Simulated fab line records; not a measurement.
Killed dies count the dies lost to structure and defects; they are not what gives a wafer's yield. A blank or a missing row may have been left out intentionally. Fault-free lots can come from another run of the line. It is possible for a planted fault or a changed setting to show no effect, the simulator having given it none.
What tool caused it? + flow berkeley cmos170 + 14 lots, 42 wafers sampled, at 4 steps of a route of 331

WHAT EACH GAUGE READ, for each wafer
UCB170_NLDD_CD_MEAS_06: the cd target is 1200 nm. Usual: cd nm reads 1199.4 nm (standard deviation 1.9).
| lot  | measured     | on        | cd nm (nm)           | flag |
|------|--------------|-----------|----------------------|------|
| L802 | day 6 17:10  | cd sem-02 | 1198.2 1198.2 1197.7 |      |
| L803 | day 7 12:10  | cd sem-01 | 1201.3 1201.2 1200.0 |      |
| L805 | day 7 12:26  | cd sem-01 | 1200.8 1199.1 1200.9 |      |
| L804 | day 7 12:44  | cd sem-02 | 1196.6 1196.6 1195.7 |      |
| L808 | day 7 21:11  | cd sem-02 | 1199.2 1199.2 1198.5 |      |
| L813 | day 9 02:13  | cd sem-01 | 1199.5 1200.3 1199.6 |      |
| L812 | day 9 02:26  | cd sem-02 | 1199.6 1198.0 1198.5 |      |
| L814 | day 10 00:05 | cd sem-01 | 1200.7 1200.9 1202.6 |      |
| L815 | day 10 03:22 | cd sem-01 | 1198.0 1198.0 1199.5 |      |
| L816 | day 10 12:22 | cd sem-02 | 1197.1 1197.6 1196.0 |      |
| L818 | day 10 12:35 | cd sem-01 | 1198.0 1198.3 1198.7 |      |
| L817 | day 10 12:52 | cd sem-02 | 1200.3 1200.3 1199.4 |      |
| L823 | day 11 20:39 | cd sem-01 | 1199.1 1198.4 1198.9 |      |
| L825 | day 12 04:25 | cd sem-01 | 1202.7 1201.9 1203.0 |      |

UCB170_NLDD_TW_MEAS_11. Usual: NLDD_TW typically reads 2210, with standard deviation 20.
| lot  | measured     | on            | NLDD_TW        | flag |
|------|--------------|---------------|----------------|------|
| L802 | day 6 17:44  | film metro-04 | 2205 2180 2177 |      |
| L803 | day 7 12:43  | film metro-02 | 2232 2244 2248 |      |
| L805 | day 7 12:59  | film metro-03 | 2212 2221 2216 |      |
| L804 | day 7 13:15  | film metro-04 | 2204 2200 2189 |      |
| L808 | day 7 21:43  | film metro-02 | 2224 2249 2235 |      |
| L813 | day 9 02:44  | film metro-04 | 2189 2182 2184 |      |
| L812 | day 9 02:59  | film metro-03 | 2215 2212 2217 |      |
| L814 | day 10 00:37 | film metro-04 | 2176 2175 2179 |      |
| L815 | day 10 03:55 | film metro-03 | 2207 2217 2214 |      |
| L816 | day 10 12:55 | film metro-02 | 2227 2236 2226 |      |
| L818 | day 10 13:08 | film metro-03 | 2218 2207 2205 |      |
| L817 | day 10 13:25 | film metro-04 | 2186 2189 2189 |      |
| L823 | day 11 21:13 | film metro-03 | 2229 2224 2221 |      |
| L825 | day 12 04:56 | film metro-04 | 2197 2187 2190 |      |

UCB170_PSD_CD_MEAS_06: the cd target is 1200 nm. Usual: cd nm reads 1200.4 nm (standard deviation 1.6).
| lot  | measured     | on        | cd nm (nm)           | flag |
|------|--------------|-----------|----------------------|------|
| L802 | day 6 23:05  | cd sem-02 | 1200.6 1201.3 1201.1 |      |
| L803 | day 7 20:15  | cd sem-02 | 1201.6 1200.6 1202.2 |      |
| L805 | day 7 20:55  | cd sem-02 | 1200.9 1199.8 1199.9 |      |
| L804 | day 7 20:46  | cd sem-02 | 1202.7 1202.2 1201.4 |      |
| L808 | day 8 04:12  | cd sem-01 | 1198.6 1199.4 1200.9 |      |
| L813 | day 9 10:17  | cd sem-02 | 1202.8 1203.2 1203.2 |      |
| L812 | day 9 10:31  | cd sem-02 | 1197.7 1199.9 1197.9 |      |
| L814 | day 10 07:47 | cd sem-01 | 1199.8 1199.7 1200.3 |      |
| L815 | day 10 08:00 | cd sem-02 | 1199.4 1200.1 1198.8 |      |
| L816 | day 10 21:17 | cd sem-01 | 1212.8 1213.5 1213.2 | OFF  |
| L818 | day 10 21:46 | cd sem-02 | 1208.3 1208.6 1208.3 | OFF  |
| L817 | day 10 21:34 | cd sem-02 | 1200.3 1201.7 1201.3 |      |
| L823 | day 12 04:38 | cd sem-01 | 1201.1 1200.5 1200.5 |      |
| L825 | day 12 10:47 | cd sem-01 | 1197.9 1199.2 1199.5 |      |

WHICH TOOL RAN EACH LOT (tool, then ch and the chambers of the sampled wafers, then the start)
| lot  | UCB170_PSD_EXPOSE_03              |
|------|-----------------------------------|
| L802 | krf scanner-02 ch 0, day 6 22:31  |
| L803 | krf scanner-01 ch 0, day 7 19:52  |
| L805 | krf scanner-02 ch 0, day 7 20:13  |
| L804 | krf scanner-02 ch 0, day 7 20:10  |
| L808 | krf scanner-01 ch 0, day 8 03:49  |
| L813 | krf scanner-01 ch 0, day 9 09:53  |
| L812 | krf scanner-02 ch 0, day 9 10:05  |
| L814 | krf scanner-01 ch 0, day 10 07:22 |
| L815 | krf scanner-02 ch 0, day 10 07:36 |
| L816 | krf scanner-02 ch 0, day 10 20:41 |
| L818 | krf scanner-02 ch 0, day 10 21:22 |
| L817 | krf scanner-01 ch 0, day 10 21:10 |
| L823 | krf scanner-01 ch 0, day 12 04:11 |
| L825 | krf scanner-01 ch 0, day 12 10:14 |
- UCB170_PSD_EXPOSE_03: exposes mask PSELECT MOD, target cd 1200 nm.

WHAT THE TOOLS THEMSELVES READ (means of the sampled wafers that have a number; where no wafer has one, the mark that the record gives instead)
UCB170_PSD_EXPOSE_03. Usual: exposure dose mJ cm2 29.985, standard deviation 0.026; focus offset nm 0.0 nm, standard deviation 0.58.
| lot  | tool           | exposure dose mJ cm2 | focus offset nm (nm) | flag |
|------|----------------|----------------------|----------------------|------|
| L802 | krf scanner-02 | 30.015               | 0.6                  |      |
| L803 | krf scanner-01 | 29.979               | -0.2                 |      |
| L805 | krf scanner-02 | 29.995               | -0.1                 |      |
| L804 | krf scanner-02 | 30.015               | -0.0                 |      |
| L808 | krf scanner-01 | 30.006               | -0.5                 |      |
| L813 | krf scanner-01 | 29.980               | -0.8                 |      |
| L812 | krf scanner-02 | 29.984               | -0.1                 |      |
| L814 | krf scanner-01 | 29.987               | -0.1                 |      |
| L815 | krf scanner-02 | 30.002               | -0.1                 |      |
| L816 | krf scanner-02 | 31.920               | -0.1                 | OFF  |
| L818 | krf scanner-02 | 31.538               | -0.1                 | OFF  |
| L817 | krf scanner-01 | 29.952               | 0.8                  |      |
| L823 | krf scanner-01 | 29.960               | 0.4                  |      |
| L825 | krf scanner-01 | 29.966               | 0.4                  |      |

THE ANSWER, worked out from the rows above alone
Rule: lot off if the mean of its wafers having a number is beyond 3 standard deviations from the usual mean. Also off: a lot with no number at a reading for which 4 or more lots have one. The other lots that the step has rows for count as sound. Order of review: gauges by route order, followed by the tools' own readings, for which a lot's mean as printed above is used. The first step at which some lot is off is used, and at that step the reading that is off furthest; a lot without a number counts as furthest.
Off: L816, L818, at UCB170_PSD_CD_MEAS_06 (cd nm).
If a tool, at a process step before that reading, ran all the lots that are off and no sound lot after the first of them, it fits. Not tried: the gauges at UCB170_PSD_CD_MEAS_06; whatever is off there is also off at UCB170_PSD_EXPOSE_03, on other tools, and gauge error can't account for it. One fits: UCB170_PSD_EXPOSE_03 on krf scanner-02. Its last sound lot is L815 (day 10 07:36), its first lot that is off L816 (day 10 20:41): a fault that began between those two fits.
On the lots that are off, the tool's own readings at UCB170_PSD_EXPOSE_03 differ by more than 5 times the standard deviation of the sound lots' means, which bears it out; exposure dose mJ cm2 reads 31.729 there versus 29.987 on the sound lots.

WHAT THE SIMULATOR HAD INSERTED
Drift in process parameters on krf scanner-02 at UCB170_PSD_EXPOSE_03, starting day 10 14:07. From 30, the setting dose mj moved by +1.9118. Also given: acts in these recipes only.
Shown lots that were struck: L816, L818. This agrees with what the rule above found.
